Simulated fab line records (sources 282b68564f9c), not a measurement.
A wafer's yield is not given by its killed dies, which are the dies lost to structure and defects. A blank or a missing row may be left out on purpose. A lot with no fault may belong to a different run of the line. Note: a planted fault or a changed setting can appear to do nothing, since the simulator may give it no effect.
What tool caused it?	flow rit-cmos	42 wafers from 14 lots sampled at 4 of the route's 202 steps

## WHAT THE GAUGES READ, wafer by wafer
RIT_PWELL_TW_MEAS_10. Usual: PWELL_TW 948, standard deviation 9.2.
lot	measured	on	PWELL_TW	flag
L419	day 1 23:47	film-metro-02	943 944 943	
L420	day 2 04:51	film-metro-04	951 944 951	
L423	day 2 21:52	film-metro-03	958 963 959	
L425	day 3 06:41	film-metro-04	954 956 958	
L426	day 3 10:50	film-metro-03	964 961 960	
L427	day 3 18:58	film-metro-02	938 936 942	
L428	day 3 22:26	film-metro-04	958 953 956	
L430	day 4 07:04	film-metro-02	944 940 938	
L431	day 4 12:50	film-metro-02	911 902 907	OFF
L433	day 4 21:43	film-metro-02	907 910 910	OFF
L435	day 5 13:48	film-metro-03	971 965 967	
L439	day 6 06:34	film-metro-02	943 941 938	
L440	day 6 10:11	film-metro-03	955 957 951	
L442	day 6 21:55	film-metro-02	941 943 940	

RIT_WELLDRIVE_RS_MEAS_02: measures by four-point-probe. Usual: PWELL_RS 429.3 ohm/sq, standard deviation 1.2.
lot	measured	on	PWELL_RS (ohm/sq)	flag
L419	day 2 05:36	film-metro-04	430.0 429.6 431.4	
L420	day 2 10:08	film-metro-02	431.3 432.0 432.0	
L423	day 3 03:07	film-metro-02	430.0 431.1 429.5	
L425	day 3 11:57	film-metro-03	429.2 429.2 429.0	
L426	day 3 17:13	film-metro-03	427.5 428.1 427.4	
L427	day 4 00:19	film-metro-04	428.3 430.1 427.4	
L428	day 4 04:45	film-metro-04	427.5 427.8 428.2	
L430	day 4 12:20	film-metro-02	429.3 429.2 427.8	
L431	day 4 18:06	film-metro-02	461.1 459.6 460.6	OFF
L433	day 5 07:27	film-metro-03	463.3 461.7 463.2	OFF
L435	day 5 20:02	film-metro-02	429.3 429.0 428.7	
L439	day 6 13:28	film-metro-04	427.1 428.3 428.2	
L440	day 6 18:23	film-metro-04	427.9 427.8 429.7	
L442	day 7 04:03	film-metro-02	431.5 431.5 430.5	

RIT_GATE_THK_MEAS_09. Usual: GATE_POLY_THK 250.0 nm, standard deviation 2.5.
lot	measured	on	GATE_POLY_THK (nm)	flag
L419	day 2 12:59	film-metro-04	252.4 252.0 250.1	
L420	day 2 19:35	film-metro-02	253.0 251.7 251.7	
L423	day 3 13:46	film-metro-04	253.2 251.9 251.2	
L425	day 3 18:49	film-metro-04	245.3 246.0 245.6	
L426	day 4 01:13	film-metro-04	249.9 247.3 250.2	
L427	day 4 08:08	film-metro-02	249.7 247.7 248.6	
L428	day 4 14:08	film-metro-02	252.7 252.8 250.3	
L430	day 5 03:54	film-metro-01	246.4 246.4 248.7	
L431	day 5 09:29	film-metro-01	251.9 251.2 250.2	
L433	day 5 16:22	film-metro-02	246.1 244.3 244.9	
L435	day 6 04:18	film-metro-04	250.2 251.9 252.4	
L439	day 6 21:23	film-metro-01	248.0 247.0 246.7	
L440	day 7 06:20	film-metro-04	250.2 251.3 251.3	
L442	day 7 13:57	film-metro-04	249.4 250.6 252.9	

## WHICH TOOL RAN EACH LOT (tool, then ch and the chambers of the sampled wafers, then the start)
lot	RIT_PWELL_IMPLANT_08
L419	implanter-02 ch 0, day 1 23:27
L420	implanter-03 ch 0, day 2 04:32
L423	implanter-01 ch 0, day 2 21:32
L425	implanter-01 ch 0, day 3 06:22
L426	implanter-01 ch 0, day 3 10:31
L427	implanter-01 ch 0, day 3 18:40
L428	implanter-03 ch 0, day 3 22:07
L430	implanter-01 ch 0, day 4 06:45
L431	implanter-01 ch 0, day 4 12:31
L433	implanter-01 ch 0, day 4 21:24
L435	implanter-02 ch 0, day 5 13:29
L439	implanter-02 ch 0, day 6 06:15
L440	implanter-02 ch 0, day 6 09:55
L442	implanter-02 ch 0, day 6 21:37
- RIT_PWELL_IMPLANT_08

## AS READ BY THE TOOLS THEMSELVES (means over the sampled wafers that have a number; for cases with no such wafer, the mark the record gives instead)
RIT_PWELL_IMPLANT_08. Usual: dose-ions-cm2 reads 7e+13 (standard deviation 7.6e+10).
lot	tool	dose-ions-cm2	flag
L419	implanter-02	7e+13	
L420	implanter-03	7e+13	
L423	implanter-01	7e+13	
L425	implanter-01	7e+13	
L426	implanter-01	7e+13	
L427	implanter-01	7e+13	
L428	implanter-03	7e+13	
L430	implanter-01	7e+13	
L431	implanter-01	7e+13	
L433	implanter-01	7e+13	
L435	implanter-02	7e+13	
L439	implanter-02	7e+13	
L440	implanter-02	7e+13	
L442	implanter-02	7e+13	

## THE ANSWER, worked out from the rows above alone
Rule: take the mean of a lot's wafers that have a number; if it is more than 3 standard deviations from the usual mean, the lot is off. A lot without any number at a reading at which 4 lots or more have one is off too. The other lots that the step has rows for count as sound. Order of review: gauges by route order, followed by the tools' own readings, for which a lot's mean as printed above is used. At the first step where some lot is off, the reading lying furthest off is the one used; lots without a number count as furthest.
Off: L431, L433, seen at RIT_PWELL_TW_MEAS_10 (PWELL_TW).
If a tool, at a process step before that reading, ran all the lots that are off and no sound lot after the first of them, it fits. Gauges at RIT_PWELL_TW_MEAS_10: tried the same way as those tools. One fits: RIT_PWELL_IMPLANT_08 on implanter-01. Its last sound lot is L430 (day 4 06:45), its first lot that is off L431 (day 4 12:31): a fault that began between those two fits.

## WHAT THE SIMULATOR HAD PUT IN
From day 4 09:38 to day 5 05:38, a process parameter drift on implanter-01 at RIT_PWELL_IMPLANT_08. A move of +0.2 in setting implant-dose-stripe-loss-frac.
Struck lots among those shown: L431, L433. The rule above reached the same finding.
